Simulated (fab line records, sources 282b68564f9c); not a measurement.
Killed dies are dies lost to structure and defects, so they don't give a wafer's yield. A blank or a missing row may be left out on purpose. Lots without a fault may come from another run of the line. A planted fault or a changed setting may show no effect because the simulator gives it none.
Chamber matching | flow rit_cmos | RIT_ACTIVE_ETCH_13 on rie_diel-03: 4 sister chambers
The step etches Si3N4 in SF6, stops on SiO2, time 210 s, target depth 210 nm. 14 wafers are shown with their chamber, then 7 later ones without.

WAFERS WITH THEIR CHAMBER
wafer  | chamber | throttle_valve_pct (%) | drypump_motor_current_A (A) | oes_product_au (a.u.)
L507.2 | 2       | 7.47                   | 5.6                         | 0.830
L507.4 | 1       | 7.60                   | 5.5                         | 0.829
L507.6 | 1       | 7.60                   | 5.5                         | 0.842
L508.2 | 3       | 7.51                   | 5.3                         | 0.828
L508.3 | 1       | 7.61                   | 5.5                         | 0.833
L508.4 | 2       | 7.48                   | 5.6                         | 0.834
L512.2 | 1       | 7.60                   | 5.5                         | 0.834
L512.5 | 1       | 7.60                   | 5.5                         | 0.826
L512.6 | 0       | 7.61                   | 5.6                         | 0.825
L515.1 | 1       | 7.61                   | 5.5                         | 0.827
L515.2 | 2       | 7.45                   | 5.5                         | 0.823
L515.6 | 1       | 7.61                   | 5.5                         | 0.823
L516.1 | 0       | 7.61                   | 5.6                         | 0.819
L516.4 | 1       | 7.61                   | 5.5                         | 0.828

SIGNATURES (means of the wafers above)
reading                 | chamber 0 | chamber 1 | chamber 2 | chamber 3 | scatter within a chamber
throttle_valve_pct      | 7.6100    | 7.6050    | 7.4667    | 7.5100    | 0.00816
drypump_motor_current_A | 5.600     | 5.500     | 5.567     | 5.300     | 0.0258
oes_product_au          | 0.82200   | 0.83025   | 0.82900   | 0.82800   | 0.00572
Rule: a wafer's distance from a chamber is the root of the sum, over the readings, of the square of ((its reading less the chamber's mean) divided by the reading's scatter). The wafer belongs to the nearest chamber; if the next one is less than 2 further off, it can't be placed. The scatter: the root of (the sum of the squares of (reading less its chamber's mean) over the shown wafers, divided by (wafers less chambers)).

WAFERS WITHOUT THEIR CHAMBER
wafer  | throttle_valve_pct (%) | drypump_motor_current_A (A) | oes_product_au (a.u.)
L516.6 | 7.46                   | 5.6                         | 0.831
L518.1 | 7.51                   | 5.3                         | 0.825
L518.4 | 7.48                   | 5.6                         | 0.833
L518.6 | 7.50                   | 5.3                         | 0.831
L523.1 | 7.49                   | 5.6                         | 0.818
L523.5 | 7.50                   | 5.3                         | 0.814
L523.6 | 7.48                   | 5.6                         | 0.829

WHICH CHAMBER EACH WENT THROUGH
wafer  | from the rows above | in truth
L516.6 | 2                   | 2
L518.1 | 3                   | 3
L518.4 | 2                   | 2
L518.6 | 3                   | 3
L523.1 | 2                   | 2
L523.5 | 3                   | 3
L523.6 | 2                   | 2
Placed correctly: 7 of 7. Can't be placed from these rows: 0. Placed wrongly: 0.
